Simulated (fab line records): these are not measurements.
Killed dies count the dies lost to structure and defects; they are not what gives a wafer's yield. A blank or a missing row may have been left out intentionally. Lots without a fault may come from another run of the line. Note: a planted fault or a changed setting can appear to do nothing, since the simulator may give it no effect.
What tool caused it? | flow ritCmos | Sampling: 14 lots, 42 wafers, 5 of 202 route steps

WHAT THE GAUGES READ, wafer by wafer
RIT_PWELL_OVL_MEAS_06. Usual: PWELL_OVL -1.7 nm, standard deviation 1.2.
lot  | measured    | on         | PWELL_OVL (nm) | flag
L282 | day 2 04:47 | overlay-01 | -1.3 -0.4 -1.2 | 
L283 | day 2 08:41 | overlay-02 | -0.6 -2.4 -0.9 | 
L284 | day 2 12:52 | overlay-02 | -0.9 -1.2 -2.6 | 
L285 | day 2 20:45 | overlay-02 | -1.8 -0.4 0.7  | 
L286 | day 3 05:05 | overlay-02 | -1.1 -1.5 -1.5 | 
L287 | day 3 11:53 | overlay-02 | -2.3 -3.1 -2.9 | 
L288 | day 3 18:20 | overlay-02 | -1.0 -2.1 -0.3 | 
L289 | day 3 20:04 | overlay-02 | -4.2 -2.9 -4.2 | 
L291 | day 4 01:16 | overlay-02 | -1.6 -2.2 -1.1 | 
L294 | day 4 16:35 | overlay-02 | -1.8 -3.3 -3.0 | 
L295 | day 4 21:47 | overlay-01 | -1.8 -1.3 -3.4 | 
L296 | day 5 03:15 | overlay-01 | -1.6 -1.2 -0.2 | 
L303 | day 6 13:39 | overlay-01 | -1.1 -0.4 -4.1 | 
L304 | day 6 18:40 | overlay-01 | -1.5 -2.0 -2.1 | 

RIT_REOX_THK_MEAS_04. Usual: REOX_OXIDE_THK 24.8 nm, standard deviation 0.59.
lot  | measured    | on           | REOX_OXIDE_THK (nm) | flag
L282 | day 3 00:34 | filmMetro-03 | 24.3 24.3 24.3      | 
L283 | day 3 14:11 | filmMetro-01 | 24.9 25.2 25.2      | 
L284 | day 3 14:11 | filmMetro-03 | 25.0 25.2 24.9      | 
L285 | day 4 00:25 | filmMetro-02 | 24.5 24.3 24.3      | 
L286 | day 4 06:02 | filmMetro-03 | 24.2 24.0 23.9      | 
L287 | day 4 12:41 | filmMetro-02 | 23.6 23.8 23.6      | 
L288 | day 4 14:53 | filmMetro-02 | 25.1 25.3 24.8      | 
L289 | day 4 14:53 | filmMetro-03 | 24.8 24.7 24.8      | 
L291 | day 5 00:19 | filmMetro-01 | 25.1 25.0 25.2      | 
L294 | day 5 14:21 | filmMetro-02 | 27.4 27.7 28.2      | OFF
L295 | day 5 17:21 | filmMetro-01 | 25.5 25.7 25.8      | 
L296 | day 5 23:53 | filmMetro-02 | 27.9 27.3 27.3      | OFF
L303 | day 7 15:37 | filmMetro-03 | 25.1 24.4 24.7      | 
L304 | day 7 19:29 | filmMetro-02 | 25.9 25.3 25.4      | 

RIT_PLDD_TW_MEAS_10. Usual: PLDD_TW 2359, standard deviation 15.
lot  | measured    | on           | PLDD_TW        | flag
L282 | day 3 03:49 | filmMetro-03 | 2352 2352 2354 | 
L283 | day 3 17:09 | filmMetro-04 | 2336 2345 2351 | 
L284 | day 3 17:24 | filmMetro-01 | 2382 2377 2384 | 
L285 | day 4 03:23 | filmMetro-03 | 2361 2372 2363 | 
L286 | day 4 09:21 | filmMetro-03 | 2358 2371 2373 | 
L287 | day 4 15:31 | filmMetro-04 | 2347 2351 2346 | 
L288 | day 4 17:56 | filmMetro-04 | 2349 2359 2351 | 
L289 | day 4 18:08 | filmMetro-04 | 2348 2353 2343 | 
L291 | day 5 03:40 | filmMetro-03 | 2345 2340 2342 | 
L294 | day 5 17:25 | filmMetro-04 | 2343 2348 2351 | 
L295 | day 5 20:19 | filmMetro-01 | 2380 2374 2383 | 
L296 | day 6 03:04 | filmMetro-03 | 2347 2350 2359 | 
L303 | day 7 18:29 | filmMetro-04 | 2332 2339 2343 | 
L304 | day 7 22:19 | filmMetro-03 | 2341 2341 2333 | 

WHICH TOOL RAN EACH LOT (tool, then ch and the chambers of the sampled wafers, then the start)
lot  | RIT_REOX_OXIDATION_03        | RIT_PLDD_STRIP_09
L282 | furnace-01 ch 0, day 2 22:01 | plasmaAsher-01 ch 0,1, day 3 03:38
L283 | furnace-03 ch 0, day 3 11:38 | plasmaAsher-04 ch 0,1, day 3 16:59
L284 | furnace-03 ch 0, day 3 11:38 | plasmaAsher-01 ch 0,1, day 3 17:13
L285 | furnace-01 ch 0, day 3 21:52 | plasmaAsher-02 ch 0,1, day 4 03:13
L286 | furnace-01 ch 0, day 4 03:29 | plasmaAsher-01 ch 0,1, day 4 09:10
L287 | furnace-01 ch 0, day 4 10:07 | plasmaAsher-04 ch 0,1, day 4 15:20
L288 | furnace-03 ch 0, day 4 12:20 | plasmaAsher-02 ch 0,1, day 4 17:46
L289 | furnace-03 ch 0, day 4 12:20 | plasmaAsher-01 ch 0,1, day 4 17:57
L291 | furnace-04 ch 0, day 4 21:44 | plasmaAsher-04 ch 0,1, day 5 03:31
L294 | furnace-03 ch 0, day 5 11:47 | plasmaAsher-02 ch 0,1, day 5 17:14
L295 | furnace-04 ch 0, day 5 14:47 | plasmaAsher-04 ch 0,1, day 5 20:11
L296 | furnace-03 ch 0, day 5 21:20 | plasmaAsher-02 ch 0,1, day 6 02:53
L303 | furnace-01 ch 0, day 7 13:03 | plasmaAsher-04 ch 0,1, day 7 18:20
L304 | furnace-01 ch 0, day 7 16:55 | plasmaAsher-04 ch 0,1, day 7 22:08
- RIT_REOX_OXIDATION_03: target thk 25.2 nm, ox time 5580 s.
- RIT_PLDD_STRIP_09: strips in O2, time 180 s.

AS READ BY THE TOOLS THEMSELVES (means over the sampled wafers that have a number; for cases with no such wafer, the mark the record gives instead)
RIT_REOX_OXIDATION_03. Usual: spikeTcCentreC 902.6 C, standard deviation 2.6; spikeTcLoadC 927.8 C, standard deviation 1.6; spikeTcSourceC 923.8 C, standard deviation 1.7; tubeCenterTempC 900 C, standard deviation 0.086.
lot  | tool       | spikeTcCentreC (C) | spikeTcLoadC (C) | spikeTcSourceC (C) | tubeCenterTempC (C) | flag
L282 | furnace-01 | 900.1              | 927.3            | 923.3              | 900                 | 
L283 | furnace-03 | 904.7              | 928.7            | 923.8              | 900                 | 
L284 | furnace-03 | 905.3              | 928.4            | 923.7              | 900                 | 
L285 | furnace-01 | 899.3              | 928.0            | 923.0              | 900                 | 
L286 | furnace-01 | 900.5              | 928.3            | 923.0              | 900                 | 
L287 | furnace-01 | 899.9              | 928.2            | 923.9              | 900                 | 
L288 | furnace-03 | 905.8              | 929.7            | 923.6              | 900                 | 
L289 | furnace-03 | 904.5              | 928.8            | 923.3              | 900                 | 
L291 | furnace-04 | 901.8              | 924.8            | 928.2              | 900                 | 
L294 | furnace-03 | 915.6              | 939.5            | 934.4              | 900                 | OFF
L295 | furnace-04 | 903.0              | 924.2            | 927.0              | 900                 | 
L296 | furnace-03 | 914.3              | 938.9            | 933.2              | 900                 | OFF
L303 | furnace-01 | 900.5              | 928.0            | 922.4              | 900                 | 
L304 | furnace-01 | 900.2              | 927.8            | 923.9              | 900                 | 

RIT_PLDD_STRIP_09. Usual: drypumpMotorCurrentA at 6.0 A, with a standard deviation of 0.37.
lot  | tool           | drypumpMotorCurrentA (A) | flag
L282 | plasmaAsher-01 | 6.1                      | 
L283 | plasmaAsher-04 | 5.9                      | 
L284 | plasmaAsher-01 | 5.8                      | 
L285 | plasmaAsher-02 | 6.0                      | 
L286 | plasmaAsher-01 | 5.8                      | 
L287 | plasmaAsher-04 | 5.9                      | 
L288 | plasmaAsher-02 | 6.0                      | 
L289 | plasmaAsher-01 | 5.7                      | 
L291 | plasmaAsher-04 | 5.9                      | 
L294 | plasmaAsher-02 | 6.0                      | 
L295 | plasmaAsher-04 | 5.9                      | 
L296 | plasmaAsher-02 | 6.0                      | 
L303 | plasmaAsher-04 | 5.9                      | 
L304 | plasmaAsher-04 | 5.9                      | 

THE ANSWER, worked out from the rows above alone
Rule: take the mean of a lot's wafers that have a number; if it is more than 3 standard deviations from the usual mean, the lot is off. A lot without any number at a reading at which 4 lots or more have one is off too. Any other lot the step has rows for is counted as sound. First the gauges in route order, then the tools' own readings, where a lot's mean is used as printed above. At the first step where some lot is off, the reading lying furthest off is the one used; lots without a number count as furthest.
Off: at RIT_REOX_THK_MEAS_04 (REOX_OXIDE_THK), L294, L296.
A tool fits if, at a process step before that reading, it ran every lot that is off, and no sound lot after the first of them. The gauges at RIT_REOX_THK_MEAS_04 aren't tried: what is off there is off at RIT_REOX_OXIDATION_03 too, on other tools, and a gauge's error can't cause that. One candidate fits, namely furnace-03 at RIT_REOX_OXIDATION_03. A fault onset in the window from L288 (day 4 12:20, its last sound lot) to L294 (day 5 11:47, its first lot off) fits.
The tool's own readings at RIT_REOX_OXIDATION_03 bear it out: on the lots that are off they differ by more than 5 times the standard deviation of the sound lots' means. spikeTcCentreC reads 915.0 C there against 902.1 C on the sound lots; spikeTcLoadC reads 939.2 C there against 927.7 C on the sound lots; spikeTcSourceC reads 933.8 C there against 924.1 C on the sound lots.

WHAT THE SIMULATOR HAD PUT IN
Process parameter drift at RIT_REOX_OXIDATION_03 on furnace-03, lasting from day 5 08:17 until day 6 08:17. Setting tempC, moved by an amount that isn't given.
Shown lots that were struck: L294, L296. The rule given above showed the same thing.
